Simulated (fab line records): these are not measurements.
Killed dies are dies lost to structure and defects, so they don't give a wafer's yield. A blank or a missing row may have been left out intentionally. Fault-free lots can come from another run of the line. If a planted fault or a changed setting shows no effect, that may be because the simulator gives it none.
Split-lot study	flow rit cmos	on a route of 202 steps: 5 lots, 23 wafers read

ON THE SPLIT
At RIT_PLDD_IMPLANT_08, the setting energy kev was moved away from the recipe's 20 on 7 of the 23 wafers read, by -5.6% to +5.7%. All remaining wafers had this setting at the recipe value.

FROM THE SPLIT TO THE READING: what the file shows between them, 7 steps
- RIT_PLDD_STRIP_09: strips in O2, time 180 s
- RIT_PLDD_TW_MEAS_10
- RIT_SPACER_ETCHBACK_05: etches Si3N4 in SF6/CHF3, stops on SiO2, target depth 250 nm, time 240 s (also split here: time s)
- RIT_NSD_IMPLANT_08 (also split here: dose cm2)
- RIT_NSD_STRIP_09: strips in O2, time 180 s
- RIT_SDANNEAL_RTA_03: time 5 s
- RIT_SDANNEAL_RS_MEAS_05: measures by four-point-probe

THE READING
PLDD_RS (ohm/sq), read at RIT_SDANNEAL_RS_MEAS_06 with a four-point probe. A value of 178.8 ohm/sq with a standard deviation of 0.5 ohm/sq is what fault-free wafers of this fab line usually give.

wafer	tool, chamber at the split	energy kev as run	against the recipe	PLDD_RS, ohm/sq	against lot-mates on the recipe
L074.1	implanter-04, 0	20	recipe	179.1	-
L074.3	implanter-04, 0	20	recipe	179.3	-
L074.4	implanter-04, 0	19.35	-3.2%	181.3	+2.3
L074.5	implanter-04, 0	19.35	-3.2%	181.4	+2.4
L074.6	implanter-04, 0	20	recipe	178.6	-
L077.1	implanter-02, 0	18.88	-5.6%	182.6	+4.0
L077.2	implanter-02, 0	18.88	-5.6%	182.6	+4.0
L077.3	implanter-02, 0	20	recipe	178.8	-
L077.4	implanter-02, 0	20	recipe	178.4	-
L077.5	implanter-02, 0	18.88	-5.6%	182.9	+4.3
L082.1	implanter-02, 0	20	recipe	178.8	-
L082.2	implanter-02, 0	20	recipe	178.7	-
L082.3	implanter-02, 0	20	recipe	178.8	-
L082.4	implanter-02, 0	20	recipe	178.6	-
L082.6	implanter-02, 0	20	recipe	178.8	-
L083.1	implanter-04, 0	20	recipe	178.0	-
L083.5	implanter-04, 0	20	recipe	178.5	-
L083.6	implanter-04, 0	20	recipe	178.3	-
L085.1	implanter-02, 0	20	recipe	179.5	-
L085.2	implanter-02, 0	21.14	+5.7%	175.4	-3.9
L085.3	implanter-02, 0	20	recipe	179.4	-
L085.4	implanter-02, 0	21.14	+5.7%	175.3	-4.0
L085.5	implanter-02, 0	20	recipe	179.1	-

THE FIT
A straight line over all 23 wafers: PLDD_RS changes by -0.669 ohm/sq for each +1% of energy kev; r = -0.98; the points scatter about the line by 0.38 ohm/sq.
The same after taking each lot's own level away (the mean of its wafers on the recipe; 23 wafers): -0.718 ohm/sq for each +1%; r = -1.00; scatter 0.18 ohm/sq.
On that fit, the largest move of energy kev shifts the reading by 4.1 ohm/sq.
From 178.27 to 179.33 ohm/sq: that is the span of the lots' own levels, equal to 2.1 times the standard deviation above.
Consequently the slope shifts little with the lot-to-lot level, the two slopes agreeing.
Check: for one of the wafers moved furthest among these (+5.7%), held out of the fit, the line's prediction against its lot-mates is -4.12 ohm/sq. It came out at -3.93 ohm/sq against them.

THE OTHER SPLITS THESE WAFERS WENT THROUGH
Note: prior to the reading, these wafers also went through further splits. Each is held against what the fit with the lots' levels taken away leaves over:
other split on the same wafers	wafers away from the commonest value	r with PLDD_RS (lot level and that fit taken away)
RIT_NLDD_COAT_01 resist thk nm	10	-0.18
RIT_PLDD_COAT_01 spin rpm	9	+0.33
RIT_SPACER_ETCHBACK_05 time s	8	-0.23
RIT_NSD_IMPLANT_08 dose cm2	5	+0.26

THE WHOLE CHAIN: every reading that the file lists as answering this split, in the file's order
step	what it does	reading	change (the file's fit)	r (the file's)
RIT_PLDD_IMPLANT_08		implant.rp nm (the simulator's own value, which no gauge read)	+0.137 nm for each +1% of the setting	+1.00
RIT_PLDD_IMPLANT_08		implant.drp nm (the simulator's own value, which no gauge read)	+0.0685 nm for each +1% of the setting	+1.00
RIT_PLDD_TW_MEAS_10		PLDD_TW	+6.32 for each +1% of the setting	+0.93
RIT_SDANNEAL_RS_MEAS_06	measures by four-point-probe	PLDD_RS	-0.712 for each +1% of the setting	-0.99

THE FILE'S OWN FIT
PLDD_RS changes by -0.712 ohm/sq for each +1% of energy kev, r = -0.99.
